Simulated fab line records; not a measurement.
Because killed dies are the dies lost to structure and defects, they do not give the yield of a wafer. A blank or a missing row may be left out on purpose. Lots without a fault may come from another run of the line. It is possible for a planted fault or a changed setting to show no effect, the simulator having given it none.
Problem report, 8D (eight disciplines) form, completed by code || flow berkeleyCmos170 || the parts of the form that need people (team, actions taken, sign-off) are left out

1. THE PROBLEM
Mean NWELL_TW at UCB170_NWELL_TW_MEAS_16: 2105 over 6 wafers in 2 lots; fault-free wafers: 1253, standard deviation 5.9. That is +99 or more standard deviations from the usual mean.
Earliest sighting: wafer L448.3 on filmMetro-04 at day 6 02:34. Wafers with a number at this step in the record: 42, from 14 lots. By rule, "out" or "out of limits" means more than 4 standard deviations away from the usual mean. All remaining wafers that have a number are taken as sound.

2. WHAT THIS IS AND IS NOT
{"question": "which readings at this step", "is": "NWELL_TW", "is not": "-"}
{"question": "which lots", "is": "L447, L448", "is not": "L430, L431, L432, L433, L434, L435, L436, L437, L439, L450, L451, L452"}
{"question": "which wafers of those lots", "is": "all that have a number", "is not": "-"}
{"question": "read on which gauges", "is": "filmMetro-03, filmMetro-04", "is not": "filmMetro-01"}
{"question": "when", "is": "from day 6 02:34", "is not": "up to then (27 sound wafers); but 9 sound wafers of L450, L451, L452 came after"}

3. SUSPECTS, AND WHAT RULES EACH OUT
Counting: a tool at any process step up to the reading remains a suspect when it ran all the lots that are out and ran no sound lot after the first of those.
- the gauge at UCB170_NWELL_TW_MEAS_16 is ruled out. 2 gauges (filmMetro-03, filmMetro-04) read the wafers that are out.
- implanter-04 at UCB170_NWELL_IMPLANT_14: kept. All lots that are out passed through it, beginning with L448 at day 6 02:20, and no sound lot followed; its final sound lot before that point was L439 at day 4 06:56. Its own readings are out on those wafers: doseIonsCm2, faradayCurrentUA.
The count leaves implanter-04 at UCB170_NWELL_IMPLANT_14.

4. THE CAUSE (what the simulator had put in)
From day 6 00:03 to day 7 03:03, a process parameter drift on implanter-04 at UCB170_NWELL_IMPLANT_14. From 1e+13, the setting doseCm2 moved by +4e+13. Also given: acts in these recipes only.
After counting, this tool was the only one left.

5. SEQUENCE OF EFFECTS, ordered by route
One row per reading whose mean, taken over the struck wafers that have a number, lies over 3 standard deviations from the usual. Readings are gone through only where the record gives a usual standard deviation; hours: the median, over the lots, of the time from a lot's start at the first step in this table giving one to that lot's start at this step; sigmas: the change measured in usual standard deviations.
{"hours": 0, "step": "UCB170_NWELL_IMPLANT_14", "reading": "doseIonsCm2", "usual": 9.998e+12, "on struck wafers": 5.000e+13, "change": "+4.000e+13", "sigmas": "+99 or more"}
{"hours": 0, "step": "UCB170_NWELL_IMPLANT_14", "reading": "faradayCurrentUA", "usual": 31.7, "on struck wafers": 156.8, "change": "+125.1", "sigmas": "+99 or more"}
{"hours": 0, "step": "UCB170_NWELL_TW_MEAS_16", "reading": "NWELL_TW", "usual": 1253, "on struck wafers": 2105, "change": "+852", "sigmas": "+99 or more"}
Process steps it contains:
- UCB170_NWELL_IMPLANT_14
Later steps that measure or inspect, where all struck wafers having a row at the step show a number for every such reading and not one has moved that far: UCB170_PWELL_THK_MEAS_03, UCB170_ACTIVE_CD_MEAS_90, UCB170_GATE_THK_MEAS_05.

6. HOW IT WOULD HAVE BEEN CAUGHT EARLIER
The first out-of-limits reading at a measuring or inspecting step in this record came at day 6 02:34, 3 hours after the fault's start at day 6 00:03.
At UCB170_NWELL_IMPLANT_14, the tool's own readings (doseIonsCm2, faradayCurrentUA) were out on each struck wafer the step has a row for, so an alarm limit on them would have fired on the first such wafer.
Of the lots that are out (2), L447 began UCB170_NWELL_IMPLANT_14 on implanter-04 after day 6 02:34. Had the tool been put on hold then, it would have been spared.
